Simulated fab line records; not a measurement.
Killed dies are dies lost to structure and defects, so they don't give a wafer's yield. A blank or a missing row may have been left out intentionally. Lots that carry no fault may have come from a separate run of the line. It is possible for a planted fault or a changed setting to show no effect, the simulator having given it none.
fab line records	flow berkeleyCmos170
[record] lots = 14	wafers = 42	lastDay = 12
route steps=331 shown NLDD@166 V2@308 M3@311
lots untouched by any fault: they come from a run of this same line in which no faults occurred
startH: start of the lot's first displayed wafer, in hours after the record's first day	waitH: hours from the lot's prior step to this one	" same as the row above	L1.1+2: one row covering several wafers at once	- no value present, or no start provided	* or withheld: withheld	< > ~ a bound
route shown NAME@n: a module of which the file shows steps, and the number in the route of the first	usual: mean/standard deviation taken from wafers without a fault	same: alike in all rows	chamber/n: place in a boat	sites: the reading at each site	_std_site: standard deviation across them	_edge_site: inner sites' mean taken away from outer sites' mean	radiusMm: how far each site lies from the wafer's centre	mask NAME#n: copy n	behind: the tool/chamber that last shaped the wafer	hold: the reason the lot was held/the length of the hold in hours/how it ended	device: transistor that didn't switch, given as n, p or np	end of line: tests of these same wafers at the route's end	a step without rows: its recipe alone	killed: dies lost to structure and defects at the first sort, not the wafer's yield	map: a wafer's dies, marking killed ones x, the rest . and places with no die _
set.NAME: the setting that was run; set.NAME@STEP: the one run at that earlier step	model.NAME: the simulator's own value behind a step, which no gauge read
the route's steps for a sample of lots (tables are steps, rows are wafers)
services: the hour from which a tool's chamber was out of use, counted from the record's first day as startH (under 0 if before that day), plus the number of hours and why
[[steps]]
[step UCB170_NLDD_IMPLANT_08]
[recipe] species = As	doseCm2 = 5e+13	energyKev = 30	tiltDeg = 7	rotationDeg = 0
[usual] beamEnergyKeV = 29.998/0.0086	faradayCurrentUA = 159/3.2	rotationDeg = 0.002/0.02
lot.wafer	tool	chamber	startH	waitH	beamEnergyKeV	faradayCurrentUA	rotationDeg
L530.2	implanter-04	0	165.34	0.0	29.999	156	-0.002
L530.3	"	0	"	"	29.992	158	0.015
L530.5	"	0	"	"	30.008	165	0.015
L529.2	implanter-02	0	166.78	0.0	30.003	160	-0.003
L529.3	"	0	"	"	30.003	157	0.023
L529.6	"	0	"	"	30.001	156	0.032
L533.1	implanter-04	0	176.54	0.1	29.995	155	-0.060
L533.2	"	0	"	"	29.991	163	-0.002
L533.5	"	0	"	"	29.997	160	0.004
L531.2	implanter-04	0	183.14	0.0	29.986	152	0.002
L531.3	"	0	"	"	29.994	156	-0.015
L531.5	"	0	"	"	29.996	160	0.008
L535.1	implanter-03	0	183.30	0.0	29.990	159	0.031
L535.2	"	0	"	"	29.996	159	-0.021
L535.3	"	0	"	"	29.993	164	0.017
L534.3	implanter-04	0	184.59	0.1	29.989	161	0.026
L534.4	"	0	"	"	30.004	162	0.014
L534.5	"	0	"	"	29.995	156	0.015
L536.1	implanter-03	0	195.51	0.0	30.018	157	-0.001
L536.3	"	0	"	"	30.007	154	0.022
L536.5	"	0	"	"	30.002	154	0.027
L537.4	implanter-04	0	195.90	0.1	29.996	157	0.007
L537.5	"	0	"	"	29.997	166	0.019
L537.6	"	0	"	"	30.010	160	0.010
L539.3	implanter-03	0	209.54	0.1	36.591	165	0.002
L539.4	"	0	"	"	36.584	157	-0.003
L539.6	"	0	"	"	36.590	154	0.018
L542.1	implanter-04	0	210.21	0.0	29.987	155	0.020
L542.4	"	0	"	"	29.998	160	0.028
L542.6	"	0	"	"	29.990	159	0.024
L540.1	implanter-03	0	210.95	0.0	36.572	159	0.015
L540.3	"	0	"	"	36.595	159	0.008
L540.6	"	0	"	"	36.587	161	0.020
L547.1	implanter-04	0	241.45	0.0	30.000	157	-0.025
L547.3	"	0	"	"	30.001	159	-0.007
L547.5	"	0	"	"	29.998	163	-0.013
L550.2	implanter-04	0	256.11	0.0	29.993	155	0.012
L550.3	"	0	"	"	30.001	160	-0.002
L550.5	"	0	"	"	29.997	156	0.028
L548.2	implanter-02	0	256.80	0.0	30.000	154	0.021
L548.4	"	0	"	"	29.992	164	0.017
L548.5	"	0	"	"	30.008	159	-0.002
[step UCB170_NLDD_TW_MEAS_11]
[usual] NLDD_TW = 2211/21
lot.wafer	tool	chamber	startH	waitH	NLDD_TW
L530.2	filmMetro-01	-	165.73	0.1	2183
L530.3	"	-	"	"	2191
L530.5	"	-	"	"	2178
L529.2	filmMetro-01	-	167.16	0.1	2192
L529.3	"	-	"	"	2200
L529.6	"	-	"	"	2185
L533.1	filmMetro-04	-	176.94	0.1	2219
L533.2	"	-	"	"	2224
L533.5	"	-	"	"	2223
L531.2	filmMetro-01	-	183.53	0.1	2184
L531.3	"	-	"	"	2179
L531.5	"	-	"	"	2186
L535.1	filmMetro-04	-	183.70	0.1	2227
L535.2	"	-	"	"	2226
L535.3	"	-	"	"	2224
L534.3	filmMetro-01	-	184.96	0.1	2181
L534.4	"	-	"	"	2180
L534.5	"	-	"	"	2173
L536.1	filmMetro-04	-	195.91	0.1	2219
L536.3	"	-	"	"	2222
L536.5	"	-	"	"	2224
L537.4	filmMetro-01	-	196.25	0.1	2200
L537.5	"	-	"	"	2206
L537.6	"	-	"	"	2209
L539.3	filmMetro-04	-	209.91	0.1	2295
L539.4	"	-	"	"	2299
L539.6	"	-	"	"	2289
L542.1	filmMetro-01	-	210.61	0.1	2207
L542.4	"	-	"	"	2192
L542.6	"	-	"	"	2201
L540.1	filmMetro-04	-	211.37	0.1	2292
L540.3	"	-	"	"	2298
L540.6	"	-	"	"	2295
L547.1	filmMetro-01	-	241.85	0.1	2187
L547.3	"	-	"	"	2184
L547.5	"	-	"	"	2189
L550.2	filmMetro-03	-	256.50	0.1	2220
L550.3	"	-	"	"	2222
L550.5	"	-	"	"	2226
L548.2	filmMetro-04	-	257.19	0.1	2247
L548.4	"	-	"	"	2250
L548.5	"	-	"	"	2233
[step UCB170_SDANNEAL_RS_MEAS_05]
[recipe] thkMeasGauge = four-point-probe
[usual] NLDD_RS = 616.2/1.3
lot.wafer	tool	chamber	startH	waitH	NLDD_RS[ohm/sq]
L530.2	filmMetro-01	-	178.90	0.1	617.2
L530.3	"	-	"	"	618.0
L530.5	"	-	"	"	618.3
L529.2	filmMetro-04	-	180.15	0.1	616.9
L529.3	"	-	"	"	616.5
L529.6	"	-	"	"	615.9
L533.1	filmMetro-01	-	188.55	0.1	616.0
L533.2	"	-	"	"	616.7
L533.5	"	-	"	"	612.9
L531.2	filmMetro-01	-	195.14	0.1	616.5
L531.3	"	-	"	"	616.5
L531.5	"	-	"	"	615.6
L535.1	filmMetro-01	-	196.09	0.1	618.1
L535.2	"	-	"	"	616.2
L535.3	"	-	"	"	618.0
L534.3	filmMetro-01	-	196.74	0.1	615.3
L534.4	"	-	"	"	617.7
L534.5	"	-	"	"	616.9
L536.1	filmMetro-04	-	210.82	0.1	617.8
L536.3	"	-	"	"	616.8
L536.5	"	-	"	"	616.2
L537.4	filmMetro-01	-	211.81	0.1	617.1
L537.5	"	-	"	"	616.0
L537.6	"	-	"	"	617.6
L539.3	filmMetro-01	-	221.21	0.1	583.0
L539.4	"	-	"	"	581.5
L539.6	"	-	"	"	581.6
L542.1	filmMetro-04	-	221.30	0.1	616.7
L542.4	"	-	"	"	616.7
L542.6	"	-	"	"	618.5
L540.1	filmMetro-04	-	221.78	0.1	583.5
L540.3	"	-	"	"	583.4
L540.6	"	-	"	"	583.1
L547.1	filmMetro-01	-	252.27	0.1	615.6
L547.3	"	-	"	"	615.9
L547.5	"	-	"	"	614.9
L548.2	filmMetro-04	-	268.74	0.1	618.3
L548.4	"	-	"	"	616.9
L548.5	"	-	"	"	615.9
L550.2	filmMetro-01	-	269.26	0.1	613.9
L550.3	"	-	"	"	616.0
L550.5	"	-	"	"	616.6
[step UCB170_V2_CD_MEAS_90]
[recipe] targetCdNm = 700
[usual] cdNm = 700.6/1.4
lot.wafer	tool	chamber	startH	waitH	cdNm
L530.2	cdSem-02	-	198.68	0.1	700.4
L530.3	"	-	"	"	700.9
L530.5	"	-	"	"	699.7
L529.2	cdSem-02	-	201.50	0.1	700.2
L529.3	"	-	"	"	700.7
L529.6	"	-	"	"	700.9
L533.1	cdSem-01	-	209.32	0.1	699.9
L533.2	"	-	"	"	700.2
L533.5	"	-	"	"	702.9
L535.1	cdSem-01	-	218.16	0.1	698.4
L535.2	"	-	"	"	701.3
L535.3	"	-	"	"	697.9
L531.2	cdSem-01	-	218.73	0.1	702.4
L531.3	"	-	"	"	701.1
L531.5	"	-	"	"	701.9
L534.3	cdSem-02	-	218.79	0.1	702.5
L534.4	"	-	"	"	701.5
L534.5	"	-	"	"	701.2
L536.1	cdSem-01	-	228.30	0.1	699.8
L536.3	"	-	"	"	700.5
L536.5	"	-	"	"	701.5
L537.4	cdSem-02	-	233.12	0.1	700.0
L537.5	"	-	"	"	700.1
L537.6	"	-	"	"	698.9
L539.3	cdSem-01	-	239.70	0.1	701.5
L539.4	"	-	"	"	701.7
L539.6	"	-	"	"	702.6
L540.1	cdSem-01	-	244.61	0.1	697.8
L540.3	"	-	"	"	700.7
L540.6	"	-	"	"	697.9
L542.1	cdSem-02	-	244.89	0.1	701.5
L542.4	"	-	"	"	700.5
L542.6	"	-	"	"	700.1
L547.1	cdSem-02	-	271.55	0.1	702.5
L547.3	"	-	"	"	701.2
L547.5	"	-	"	"	701.6
L548.2	cdSem-01	-	290.21	0.1	701.9
L548.4	"	-	"	"	701.9
L548.5	"	-	"	"	702.5
L550.2	cdSem-02	-	291.26	0.1	700.5
L550.3	"	-	"	"	701.7
L550.5	"	-	"	"	701.4
[step UCB170_M3_RS_MEAS_02]
[recipe] thkMeasGauge = four-point-probe	reads = Al_of_M3_SPUTTER_01
[usual] M3_AL_RS = 0.0318/0.00031
lot.wafer	tool	chamber	startH	waitH	M3_AL_RS[ohm/sq]
L530.2	filmMetro-01	-	198.95	0.1	0.0314
L530.3	"	-	"	"	0.0318
L530.5	"	-	"	"	0.0317
L529.2	filmMetro-04	-	201.77	0.1	0.0318
L529.3	"	-	"	"	0.0319
L529.6	"	-	"	"	0.0318
L533.1	filmMetro-04	-	209.59	0.0	0.0320
L533.2	"	-	"	"	0.0317
L533.5	"	-	"	"	0.0315
L535.1	filmMetro-01	-	218.43	0.0	0.0315
L535.2	"	-	"	"	0.0316
L535.3	"	-	"	"	0.0317
L531.2	filmMetro-04	-	219.00	0.1	0.0320
L531.3	"	-	"	"	0.0318
L531.5	"	-	"	"	0.0319
L534.3	filmMetro-01	-	219.06	0.1	0.0317
L534.4	"	-	"	"	0.0316
L534.5	"	-	"	"	0.0321
L536.1	filmMetro-01	-	228.57	0.0	0.0316
L536.3	"	-	"	"	0.0319
L536.5	"	-	"	"	0.0316
L537.4	filmMetro-04	-	233.39	0.1	0.0322
L537.5	"	-	"	"	0.0322
L537.6	"	-	"	"	0.0318
L539.3	filmMetro-04	-	239.97	0.1	0.0315
L539.4	"	-	"	"	0.0314
L539.6	"	-	"	"	0.0321
L540.1	filmMetro-03	-	244.88	0.0	0.0315
L540.3	"	-	"	"	0.0313
L540.6	"	-	"	"	0.0313
L542.1	filmMetro-01	-	245.16	0.0	0.0317
L542.4	"	-	"	"	0.0317
L542.6	"	-	"	"	0.0315
L547.1	filmMetro-03	-	271.82	0.0	0.0320
L547.3	"	-	"	"	0.0320
L547.5	"	-	"	"	0.0320
L548.2	filmMetro-03	-	290.48	0.1	0.0319
L548.4	"	-	"	"	0.0317
L548.5	"	-	"	"	0.0316
L550.2	filmMetro-01	-	291.53	0.1	0.0323
L550.3	"	-	"	"	0.0321
L550.5	"	-	"	"	0.0326
[step UCB170_M3_STRIP_07]
[recipe] chemistry = O2	powerW = 400	pressureMtorr = 3500	platenTempC = withheld	o2FlowSccm = 400	overashFraction = 0.5
[usual] chamberPressureMTorr = 3499/3.3	drypumpMotorCurrentA = 5.9/0.44	oesProductAu = 0.735/0.0048	stripTimeToEndpointS = 21.94/0.066
[same] overashFraction = 0.5
lot.wafer	tool	chamber	startH	waitH	chamberPressureMTorr	drypumpMotorCurrentA	oesProductAu	rfHoursCounterH	stripTimeToEndpointS
L530.2	plasmaAsher-04	0	199.56	0.1	3494	5.6	0.730	50	21.82
L530.3	"	0	"	"	3504	5.5	0.725	-	21.80
L530.5	"	1	"	"	3495	5.4	0.743	-	21.84
L529.2	plasmaAsher-04	1	202.84	0.1	3497	5.5	0.737	50	21.99
L529.3	"	0	"	"	3498	5.5	0.743	-	22.03
L529.6	"	1	"	"	3504	5.5	0.734	-	22.02
L533.1	plasmaAsher-03	0	210.51	0.1	3491	5.2	0.728	43	21.91
L533.2	"	1	"	"	3505	6.4	0.736	43	21.91
L533.5	"	1	"	"	3502	6.4	0.728	-	21.93
L535.1	plasmaAsher-03	1	219.49	0.1	3506	6.4	0.735	44	21.97
L535.2	"	0	"	"	3502	5.2	0.732	44	21.94
L535.3	"	1	"	"	3494	6.4	0.735	-	21.90
L531.2	plasmaAsher-02	1	219.97	0.1	3502	6.3	0.736	53	21.95
L531.3	"	0	"	"	3499	6.1	0.740	-	21.88
L531.5	"	1	"	"	3499	6.4	0.727	-	21.92
L534.3	plasmaAsher-03	1	220.08	0.2	3493	6.4	0.729	-	21.86
L534.4	"	0	"	"	3500	5.2	0.726	-	21.88
L534.5	"	0	"	"	3497	5.2	0.737	-	21.84
L536.1	plasmaAsher-02	0	229.20	0.1	3503	6.2	0.723	54	21.94
L536.3	"	0	"	"	3500	6.2	0.731	-	22.00
L536.5	"	0	"	"	3499	6.1	0.734	-	21.91
L537.4	plasmaAsher-02	1	234.74	0.1	3500	6.4	0.731	-	22.04
L537.5	"	1	"	"	3502	6.3	0.741	-	22.02
L537.6	"	0	"	"	3500	6.1	0.733	-	22.07
L539.3	plasmaAsher-03	1	240.87	0.1	3497	6.4	0.732	-	21.97
L539.4	"	0	"	"	3497	5.2	0.741	-	22.03
L539.6	"	0	"	"	3499	5.2	0.734	-	22.03
L540.1	plasmaAsher-02	1	245.51	0.1	3501	6.3	0.737	56	21.85
L540.3	"	1	"	"	3499	6.4	0.738	-	21.87
L540.6	"	0	"	"	3501	6.2	0.731	-	21.88
L542.1	plasmaAsher-04	1	245.79	0.1	3501	5.5	0.731	54	21.95
L542.4	"	0	"	"	3498	5.6	0.738	-	21.88
L542.6	"	0	"	"	3501	5.6	0.734	-	21.93
L547.1	plasmaAsher-03	0	272.81	0.1	3500	5.2	0.734	51	22.01
L547.3	"	1	"	"	3496	6.4	0.738	-	21.94
L547.5	"	0	"	"	3501	5.2	0.733	-	21.88
L548.2	plasmaAsher-02	1	291.09	0.1	3498	6.3	0.731	61	21.87
L548.4	"	0	"	"	3497	6.1	0.736	-	21.97
L548.5	"	0	"	"	3502	6.2	0.728	-	21.96
L550.2	plasmaAsher-02	0	292.14	0.1	3499	6.2	0.735	61	21.95
L550.3	"	1	"	"	3494	6.3	0.734	-	21.95
L550.5	"	1	"	"	3502	6.4	0.733	-	21.87
[[services]]
tool	chamber	startH	hours	kind
implanter-04	-	159.64	4.0	repair
plasmaAsher-03	-	164.46	28.1	pm
implanter-04	-	171.48	3.4	repair
implanter-02	-	171.73	14.9	pm
plasmaAsher-03	-	206.47	0.7	repair
plasmaAsher-04	-	216.57	15.6	pm
implanter-04	-	233.08	3.2	repair
[[key]]
[firstSign] step = UCB170_NLDD_IMPLANT_08	reading = beamEnergyKeV	direction = up	sigmas = 99+	usual = 29.998	struck = 36.587
[effect] step = UCB170_NLDD_TW_MEAS_11	reading = NLDD_TW	direction = up	sigmas = 3.9	usual = 2211	struck = 2295
[effect] step = UCB170_SDANNEAL_RS_MEAS_05	reading = NLDD_RS	direction = down	sigmas = 25	usual = 616.2	struck = 582.7
metAt UCB170_NLDD_IMPLANT_08
struckLots L539,L540
testerLeftOut L539,L540
notActingAt UCB170_V2_CD_MEAS_90,UCB170_M3_RS_MEAS_02,UCB170_M3_STRIP_07
onsetBetween 195.51 209.54
[fault] kind = processParameterDrift	tool = implanter-03	chamber = -	onsetH = 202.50	steps = UCB170_NLDD_IMPLANT_08	channel = energyKev	offset = 6.6	shape = step	endH = 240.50	actsIn = theseRecipesOnly	stated = 30
// testerLeftOut: of these lots the tester's yield and bins aren't shown, on N5 and GAA mostly nor the transistor test; their killed dies are dies lost to structure and defects alone, not to doping, threshold or leakage, so they don't give the yield
